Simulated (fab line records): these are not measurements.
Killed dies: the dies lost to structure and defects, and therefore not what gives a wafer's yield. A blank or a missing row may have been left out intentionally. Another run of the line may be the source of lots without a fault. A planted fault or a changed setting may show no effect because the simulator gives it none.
Problem report, 8D (eight disciplines) form, completed by code :: flow berkeley-cmos170 :: the parts of the form that need people (team, actions taken, sign-off) are left out

== 1. WHAT IS WRONG ==
Wafers without a fault read 448.6 W, standard deviation 1.6; rf-fwd-power-W at UCB170_PWELL_ETCH_14 reads a mean of 268.1 W on 6 wafers belonging to 2 lots. So: -99 or more standard deviations from the usual mean.
The step: etches Si3N4 in CH3F/Ar/O2, stops on SiO2, target depth 242 nm, time 151 s.
First seen on wafer L773.1, day 4 23:31, on rie-diel-01. Wafers with a number at this step in the record: 42, from 14 lots. Rule for "out", or "out of limits": more than 4 standard deviations from the usual mean. Any other wafer with a number is counted as sound.

== 2. WHAT IT IS AND WHAT IT IS NOT ==
question: which readings at this step
is: rf-fwd-power-W, oes-product-au
is not: O2_flow_sccm, chamber-pressure-mTorr, throttle-valve-pct

question: which lots
is: L773, L775
is not: L764, L765, L766, L769, L770, L772, L774, L777, L784, L785, L786, L787

question: which wafers of those lots
is: all that have a number
is not: -

question: read on which tools
is: rie-diel-01
is not: rie-diel-02, rie-diel-04

question: when
is: from day 4 23:31
is not: up to then (18 sound wafers); but 18 sound wafers of L774, L777, L784, L785, L786, L787 came after

== 3. WHAT RULES OUT EACH SUSPECT ==
Counting: a tool stays on the suspect list if, at a process step up to the reading, it processed all lots that are out and no sound lot following the first of them.
- rie-diel-01 at UCB170_PWELL_ETCH_14 (etches Si3N4 in CH3F/Ar/O2, stops on SiO2, target depth 242 nm, time 151 s): ruled out as a lasting fault. Following L773 (day 4 23:31), the first lot on it that is out, the sound lots L787 were run on it.
Left after counting: nothing in the record.

== 4. THE CAUSE (what the simulator had put in) ==
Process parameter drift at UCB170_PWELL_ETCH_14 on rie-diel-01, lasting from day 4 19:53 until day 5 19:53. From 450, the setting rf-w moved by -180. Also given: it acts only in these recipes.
Counting ruled it out, wrongly.

== 5. SEQUENCE OF EFFECTS, ordered by route ==
Each row: a reading where the mean over the struck wafers with a number is more than 3 standard deviations away from the usual. Only readings whose record carries a usual standard deviation are examined. hours: median over the lots of the time between each lot's start at the first step of this table that gives one and its start at this step. sigmas: the change, counted in usual standard deviations.
hours: 0
step: UCB170_PWELL_ETCH_14
reading: oes-product-au
usual: 0.942 a.u.
on struck wafers: 0.850
change: -0.092
sigmas: -7.1

hours: 0
step: UCB170_PWELL_ETCH_14
reading: rf-fwd-power-W
usual: 448.6 W
on struck wafers: 268.1
change: -180.5
sigmas: -99 or more

hours: 0
step: UCB170_PWELL_STRIP_16
reading: strip-time-to-endpoint-s
usual: 18.11 s
on struck wafers: 19.02
change: +0.91
sigmas: +12
It contains these process steps:
- UCB170_PWELL_ETCH_14: etches Si3N4 in CH3F/Ar/O2, stops on SiO2, target depth 242 nm, time 151 s.
- UCB170_PWELL_STRIP_16: strips in O2.

== 6. HOW IT WOULD HAVE BEEN CAUGHT EARLIER ==
First out-of-limits reading in this record: day 4 23:31, which is 4 hours after fault onset at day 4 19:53.
